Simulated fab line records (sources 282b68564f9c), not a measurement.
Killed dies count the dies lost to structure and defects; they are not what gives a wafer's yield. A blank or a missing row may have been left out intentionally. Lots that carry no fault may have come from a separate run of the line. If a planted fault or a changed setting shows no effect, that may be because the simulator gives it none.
Lot-split experiment + flow ritCmos + 5 lots, 23 wafers read, on a route of 202 steps

## THE SPLIT
At RIT_NRETRO_SOFTBAKE_02 (time 60 s), the setting tempC was moved away from the recipe's 90 C on 6 of the 23 wafers read, by -3.9% to +3.6%. This setting was run at the recipe's value on the other wafers.

## FROM THE SPLIT TO THE READING: what the file shows between them, 2 steps
- RIT_NRETRO_EXPOSE_03: exposes mask M4, target cd 43900 nm
- RIT_NRETRO_PEB_04

## THE READING
NOVOLAK_of_NRETRO_COAT_01.thkNm (the simulator's own value, which no gauge read), in nm, at RIT_NRETRO_DEVELOP_05 (develop time 68 s). No usual value for it is given in the file. Average 1297 nm, standard deviation 4.1 nm, over the 17 wafers here run with the recipe.

| wafer  | tool, chamber at the split | tempC as run, C | against the recipe | NOVOLAK_of_NRETRO_COAT_01.thkNm, nm | against lot-mates on the recipe |
|--------|----------------------------|-----------------|--------------------|-------------------------------------|---------------------------------|
| L077.1 | lithoTrack-02, 0           | 86.53           | -3.9%              | 1308                                | +13                             |
| L077.2 | lithoTrack-02, 0           | 86.53           | -3.9%              | 1306                                | +11                             |
| L077.3 | lithoTrack-02, 0           | 90              | recipe             | 1298                                | -                               |
| L077.4 | lithoTrack-02, 0           | 90              | recipe             | 1291                                | -                               |
| L077.6 | lithoTrack-02, 0           | 90              | recipe             | 1296                                | -                               |
| L076.2 | lithoTrack-03, 0           | 90              | recipe             | 1291                                | -                               |
| L076.3 | lithoTrack-03, 0           | 90              | recipe             | 1291                                | -                               |
| L076.4 | lithoTrack-03, 0           | 90              | recipe             | 1291                                | -                               |
| L080.2 | lithoTrack-04, 0           | 90              | recipe             | 1301                                | -                               |
| L080.3 | lithoTrack-04, 0           | 90              | recipe             | 1295                                | -                               |
| L080.4 | lithoTrack-04, 0           | 90              | recipe             | 1292                                | -                               |
| L080.5 | lithoTrack-04, 0           | 90              | recipe             | 1298                                | -                               |
| L080.6 | lithoTrack-04, 0           | 90              | recipe             | 1298                                | -                               |
| L082.1 | lithoTrack-02, 0           | 90              | recipe             | 1299                                | -                               |
| L082.2 | lithoTrack-02, 0           | 90              | recipe             | 1299                                | -                               |
| L082.3 | lithoTrack-02, 0           | 93.2            | +3.6%              | 1293                                | -7                              |
| L082.4 | lithoTrack-02, 0           | 90              | recipe             | 1303                                | -                               |
| L082.5 | lithoTrack-02, 0           | 93.2            | +3.6%              | 1295                                | -5                              |
| L085.1 | lithoTrack-02, 0           | 90              | recipe             | 1302                                | -                               |
| L085.2 | lithoTrack-02, 0           | 92.8            | +3.1%              | 1289                                | -12                             |
| L085.3 | lithoTrack-02, 0           | 90              | recipe             | 1300                                | -                               |
| L085.6 | lithoTrack-02, 0           | 90              | recipe             | 1300                                | -                               |
| L085.4 | lithoTrack-02, 0           | 92.8            | +3.1%              | 1288                                | -13                             |

THE FIT
A straight line over all 23 wafers: NOVOLAK_of_NRETRO_COAT_01.thkNm changes by -2.05 nm for each +1% of tempC; r = -0.69; the points scatter about the line by 4 nm.
The same after taking each lot's own level away (the mean of its wafers on the recipe; 23 wafers): -2.88 nm for each +1%; r = -0.90; scatter 2.6 nm.
Per that fit: largest tempC move, reading shift of 11 nm.
The lots' own levels span 1291.0 to 1300.7 nm, that is 2.4 times the standard deviation above.
So the lot-to-lot level blurs the effect unless lot-mates are compared.
Check: for one of the wafers moved furthest among these (-3.9%), held out of the fit, the line's prediction against its lot-mates is +10.6 nm. It came out at +13 nm against them.

## OTHER SPLITS ON THESE WAFERS
Note: prior to the reading, these wafers also went through further splits. Each is held against what the fit with the lots' levels taken away leaves over:
| other split on the same wafers | wafers away from the commonest value | r with NOVOLAK_of_NRETRO_COAT_01.thkNm (lot level and that fit taken away) |
|--------------------------------|--------------------------------------|----------------------------------------------------------------------------|
| RIT_ACTIVE_ETCH_13 rfW         | 6                                    | +0.21                                                                      |
| RIT_NWELL_HARDBAKE_07 tempC    | 11                                   | +0.04                                                                      |
| RIT_NWELL_IMPLANT_08 doseCm2   | 7                                    | +0.22                                                                      |
| RIT_PWELL_IMPLANT_08 doseCm2   | 8                                    | -0.18                                                                      |

## THE FILE'S OWN FIT
NOVOLAK_of_NRETRO_COAT_01.thkNm changes by -2.98 nm for each +1% of tempC, r = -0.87.
